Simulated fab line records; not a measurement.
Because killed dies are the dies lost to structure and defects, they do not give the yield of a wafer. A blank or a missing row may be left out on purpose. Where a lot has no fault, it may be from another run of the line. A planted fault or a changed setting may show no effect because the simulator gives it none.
Shared-tool check / flow berkeley_cmos170 / 45 wafers sampled across 15 lots

WHY IT WAS OPENED
Of 15 lots, 3 have the reading CONTACT_PSG_THK flagged at UCB170_CONTACT_THK_MEAS_02. Wafers without a fault read 698 nm, standard deviation 7.
Rule: flag the lot when none of its wafers has a number, or when each of its wafers that has one lies beyond 4 standard deviations from that mean. As for the other lots, they are considered sound.

lot=L810; measured=day 8 15:19; on=film_metro-04; CONTACT_PSG_THK (nm), wafer by wafer=691 693 697; flag=
lot=L814; measured=day 9 11:02; on=film_metro-04; CONTACT_PSG_THK (nm), wafer by wafer=1393 1405 1401; flag=FLAGGED
lot=L815; measured=day 9 11:34; on=film_metro-02; CONTACT_PSG_THK (nm), wafer by wafer=1403 1411 1416; flag=FLAGGED
lot=L818; measured=day 10 04:57; on=film_metro-02; CONTACT_PSG_THK (nm), wafer by wafer=1406 1401 1399; flag=FLAGGED
lot=L822; measured=day 10 19:42; on=film_metro-04; CONTACT_PSG_THK (nm), wafer by wafer=700 701 702; flag=
lot=L821; measured=day 10 19:53; on=film_metro-02; CONTACT_PSG_THK (nm), wafer by wafer=690 696 691; flag=
lot=L824; measured=day 11 02:04; on=film_metro-03; CONTACT_PSG_THK (nm), wafer by wafer=709 710 712; flag=
lot=L823; measured=day 11 03:09; on=film_metro-04; CONTACT_PSG_THK (nm), wafer by wafer=692 696 692; flag=
lot=L825; measured=day 11 18:12; on=film_metro-02; CONTACT_PSG_THK (nm), wafer by wafer=699 693 696; flag=
lot=L828; measured=day 12 07:25; on=film_metro-04; CONTACT_PSG_THK (nm), wafer by wafer=692 692 687; flag=
lot=L827; measured=day 12 08:16; on=film_metro-02; CONTACT_PSG_THK (nm), wafer by wafer=698 700 704; flag=
lot=L829; measured=day 12 08:17; on=film_metro-04; CONTACT_PSG_THK (nm), wafer by wafer=700 696 698; flag=
lot=L830; measured=day 12 08:19; on=film_metro-04; CONTACT_PSG_THK (nm), wafer by wafer=702 702 699; flag=
lot=L831; measured=day 12 10:04; on=film_metro-04; CONTACT_PSG_THK (nm), wafer by wafer=707 712 711; flag=
lot=L832; measured=day 12 12:02; on=film_metro-02; CONTACT_PSG_THK (nm), wafer by wafer=689 679 689; flag=
Flagged lots average 1404 nm: +706 nm relative to the usual, that is +99 or more standard deviations.

TOOL THAT RAN EACH LOT
The record holds 2 process steps before the reading, out of a route of 331 steps. In each cell: the tool, then ch and the chambers that the sampled wafers went through, then the start.
lot=L810; flag=; UCB170_PLDD_STRIP_10=plasma_asher-01 ch 0,1, day 7 22:31; UCB170_CONTACT_CVD_01=lpcvd-02 ch 0, day 8 12:37
lot=L814; flag=FLAGGED; UCB170_PLDD_STRIP_10=plasma_asher-04 ch 0,1, day 8 13:51; UCB170_CONTACT_CVD_01=lpcvd-02 ch 0, day 9 06:35 and lpcvd-01 ch 0, day 9 09:16
lot=L815; flag=FLAGGED; UCB170_PLDD_STRIP_10=plasma_asher-01 ch 0,1, day 8 14:08; UCB170_CONTACT_CVD_01=lpcvd-01 ch 1, day 9 07:29 and lpcvd-02 ch 1, day 9 09:47
lot=L818; flag=FLAGGED; UCB170_PLDD_STRIP_10=plasma_asher-04 ch 0,1, day 9 06:01; UCB170_CONTACT_CVD_01=lpcvd-02 ch 1, day 10 01:11 and lpcvd-01 ch 1, day 10 03:08
lot=L822; flag=; UCB170_PLDD_STRIP_10=plasma_asher-04 ch 0,1, day 10 01:02; UCB170_CONTACT_CVD_01=lpcvd-01 ch 0, day 10 17:02
lot=L821; flag=; UCB170_PLDD_STRIP_10=plasma_asher-01 ch 0, day 10 01:18; UCB170_CONTACT_CVD_01=lpcvd-02 ch 1, day 10 18:06
lot=L824; flag=; UCB170_PLDD_STRIP_10=plasma_asher-04 ch 0,1, day 10 11:43; UCB170_CONTACT_CVD_01=lpcvd-02 ch 1, day 11 00:17
lot=L823; flag=; UCB170_PLDD_STRIP_10=plasma_asher-03 ch 0,1, day 10 11:36; UCB170_CONTACT_CVD_01=lpcvd-01 ch 0, day 11 00:28
lot=L825; flag=; UCB170_PLDD_STRIP_10=plasma_asher-04 ch 0,1, day 10 20:40; UCB170_CONTACT_CVD_01=lpcvd-01 ch 1, day 11 15:31
lot=L828; flag=; UCB170_PLDD_STRIP_10=plasma_asher-03 ch 0, day 11 11:00; UCB170_CONTACT_CVD_01=lpcvd-02 ch 1, day 12 05:38
lot=L827; flag=; UCB170_PLDD_STRIP_10=plasma_asher-01 ch 0,1, day 11 11:14; UCB170_CONTACT_CVD_01=lpcvd-01 ch 0, day 12 06:29
lot=L829; flag=; UCB170_PLDD_STRIP_10=plasma_asher-04 ch 0,1, day 11 11:31; UCB170_CONTACT_CVD_01=lpcvd-01 ch 0, day 12 06:29
lot=L830; flag=; UCB170_PLDD_STRIP_10=plasma_asher-03 ch 0,1, day 11 11:36; UCB170_CONTACT_CVD_01=lpcvd-01 ch 1, day 12 06:29
lot=L831; flag=; UCB170_PLDD_STRIP_10=plasma_asher-04 ch 1, day 11 18:56; UCB170_CONTACT_CVD_01=lpcvd-01 ch 0, day 12 08:16
lot=L832; flag=; UCB170_PLDD_STRIP_10=plasma_asher-01 ch 0,1, day 11 19:29; UCB170_CONTACT_CVD_01=lpcvd-02 ch 0, day 12 10:15
What is done by these steps:
- UCB170_PLDD_STRIP_10: strips in O2.
- UCB170_CONTACT_CVD_01: deposits PSG from SiH4/O2/PH3, target thk 700 nm, time 2820 s.
- UCB170_CONTACT_THK_MEAS_02

FLAGGED AGAINST TOTAL, ONE TOOL AT A TIME (gauges that did the reading follow at the end)
step=UCB170_PLDD_STRIP_10; tool=plasma_asher-01; lots run=5; flagged=1; share of the flagged lots=some; sound lots run after its first flagged lot=3 (L821,L827,L832)
step=UCB170_PLDD_STRIP_10; tool=plasma_asher-03; lots run=3; flagged=0; share of the flagged lots=none; sound lots run after its first flagged lot=-
step=UCB170_PLDD_STRIP_10; tool=plasma_asher-04; lots run=7; flagged=2; share of the flagged lots=some; sound lots run after its first flagged lot=5 (L822,L824,L825,L829,L831)
step=UCB170_CONTACT_CVD_01; tool=lpcvd-01; lots run=10; flagged=3; share of the flagged lots=all; sound lots run after its first flagged lot=7 (L822,L823,L825,L827,L829,L830,L831)
step=UCB170_CONTACT_CVD_01; tool=lpcvd-02; lots run=8; flagged=3; share of the flagged lots=all; sound lots run after its first flagged lot=4 (L821,L824,L828,L832)
step=UCB170_CONTACT_THK_MEAS_02; tool=film_metro-02; lots run=6; flagged=2; share of the flagged lots=some; sound lots run after its first flagged lot=4 (L821,L825,L827,L832)
step=UCB170_CONTACT_THK_MEAS_02; tool=film_metro-03; lots run=1; flagged=0; share of the flagged lots=none; sound lots run after its first flagged lot=-
step=UCB170_CONTACT_THK_MEAS_02; tool=film_metro-04; lots run=8; flagged=1; share of the flagged lots=some; sound lots run after its first flagged lot=6 (L822,L823,L828,L829,L830,L831)

WHAT IS ALLOWED BY THE TABLE
In 2 table rows, all flagged lots were run: lpcvd-01 (UCB170_CONTACT_CVD_01), lpcvd-02 (UCB170_CONTACT_CVD_01).
- lpcvd-01 at UCB170_CONTACT_CVD_01 ran 10 lots, 3 of them flagged. After the first flagged lot (L822, L823, L825, L827, L829, L830, L831), sound lots still ran on it; a lasting fault on the whole tool would not permit that.
- lpcvd-02 at UCB170_CONTACT_CVD_01 ran 8 lots, 3 of them flagged. After the first flagged lot (L821, L824, L828, L832), sound lots still ran on it; a lasting fault on the whole tool would not permit that.
No row of the table ran every flagged lot and no sound lot after the first.

WHAT THE SIMULATOR HAD PUT IN
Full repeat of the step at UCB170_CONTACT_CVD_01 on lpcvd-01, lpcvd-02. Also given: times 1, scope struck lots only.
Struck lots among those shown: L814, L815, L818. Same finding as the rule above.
